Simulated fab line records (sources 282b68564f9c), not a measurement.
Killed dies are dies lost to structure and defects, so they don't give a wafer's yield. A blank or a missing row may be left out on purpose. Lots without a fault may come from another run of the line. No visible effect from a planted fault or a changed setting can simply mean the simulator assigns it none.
Commonality check across tools    flow rit_cmos    Sampled: 14 lots, 42 wafers

REASON IT WAS OPENED
2 of 14 lots carry a flag on the reading PSD_RS at RIT_SDANNEAL_RS_MEAS_04. Fault-free wafers read 116.15 ohm/sq, with a standard deviation of 0.28.
Rule: a lot gets a flag if all its wafers with a number sit over 4 standard deviations from that mean, or if no wafer of it has a number. As for the other lots, they are considered sound.

lot   measured     on             PSD_RS (ohm/sq), wafer by wafer  flag
L470  day 3 03:47  film_metro-01  115.96 115.79 115.68             
L471  day 3 10:35  film_metro-03  116.36 116.25 116.12             
L472  day 3 13:13  film_metro-01  116.17 116.18 115.95             
L473  day 3 20:49  film_metro-03  116.11 115.84 115.81             
L474  day 4 02:22  film_metro-04  116.27 116.34 116.59             
L475  day 4 07:51  film_metro-03  115.85 115.94 116.08             
L476  day 4 13:05  film_metro-01  116.20 116.05 116.24             
L481  day 5 15:20  film_metro-01  116.36 116.43 116.24             
L483  day 6 05:30  film_metro-01  113.41 113.64 113.84             FLAGGED
L485  day 6 16:22  film_metro-03  113.31 113.17 113.14             FLAGGED
L487  day 6 20:06  film_metro-01  116.19 116.55 115.97             
L489  day 7 06:40  film_metro-01  116.22 116.76 116.14             
L491  day 7 12:41  film_metro-01  116.31 116.48 116.32             
L493  day 7 22:51  film_metro-03  115.81 115.96 116.10             
The mean of the flagged lots' numbers is 113.42 ohm/sq, -2.73 ohm/sq from the usual (-10 standard deviations).

WHICH TOOL RAN EACH LOT
The record keeps 1 process step preceding the reading, out of 202 steps on the route. Read each cell as the tool, then ch plus the chambers that the sampled wafers visited, then the start.
lot   flag     RIT_SDANNEAL_RTA_03
L470           rtp_anneal-01 ch 0, day 3 03:43
L471           rtp_anneal-02 ch 0, day 3 10:32
L472           rtp_anneal-01 ch 0, day 3 13:09
L473           rtp_anneal-02 ch 0, day 3 20:44
L474           rtp_anneal-01 ch 0, day 4 02:19
L475           rtp_anneal-02 ch 0, day 4 07:46
L476           rtp_anneal-01 ch 0, day 4 13:02
L481           rtp_anneal-02 ch 0, day 5 15:17
L483  FLAGGED  rtp_anneal-02 ch 0, day 6 05:26
L485  FLAGGED  rtp_anneal-02 ch 0, day 6 16:18
L487           rtp_anneal-01 ch 0, day 6 20:02
L489           rtp_anneal-01 ch 0, day 7 06:35
L491           rtp_anneal-01 ch 0, day 7 12:38
L493           rtp_anneal-01 ch 0, day 7 22:46
What is done by these steps:
- RIT_SDANNEAL_RTA_03: time 5 s.
- RIT_SDANNEAL_RS_MEAS_04: measures by four-point-probe.

FLAGGED AGAINST TOTAL, ONE TOOL AT A TIME (gauges that did the reading follow at the end)
step                     tool           lots run  flagged  share of the flagged lots  sound lots run after its first flagged lot
RIT_SDANNEAL_RTA_03      rtp_anneal-01  8         0        none                       -
RIT_SDANNEAL_RTA_03      rtp_anneal-02  6         2        all                        0
RIT_SDANNEAL_RS_MEAS_04  film_metro-01  8         1        some                       3 (L487,L489,L491)
RIT_SDANNEAL_RS_MEAS_04  film_metro-03  5         1        some                       1 (L493)
RIT_SDANNEAL_RS_MEAS_04  film_metro-04  1         0        none                       -

WHAT IS ALLOWED BY THE TABLE
In the table, 1 row covers all flagged lots: rtp_anneal-02 at RIT_SDANNEAL_RTA_03.
- rtp_anneal-02 at RIT_SDANNEAL_RTA_03: 2 of its 6 lots flagged. Its last sound lot is L481 (day 5 15:17), its first flagged lot L483 (day 6 05:26): a fault that began between those two fits.
rtp_anneal-02 at RIT_SDANNEAL_RTA_03 is the single tool remaining.

WHAT THE SIMULATOR HAD PUT IN
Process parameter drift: rtp_anneal-02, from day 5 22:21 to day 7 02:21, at RIT_SDANNEAL_RTA_03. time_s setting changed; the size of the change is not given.
Shown lots that were struck: L483, L485. Same finding as the rule above.
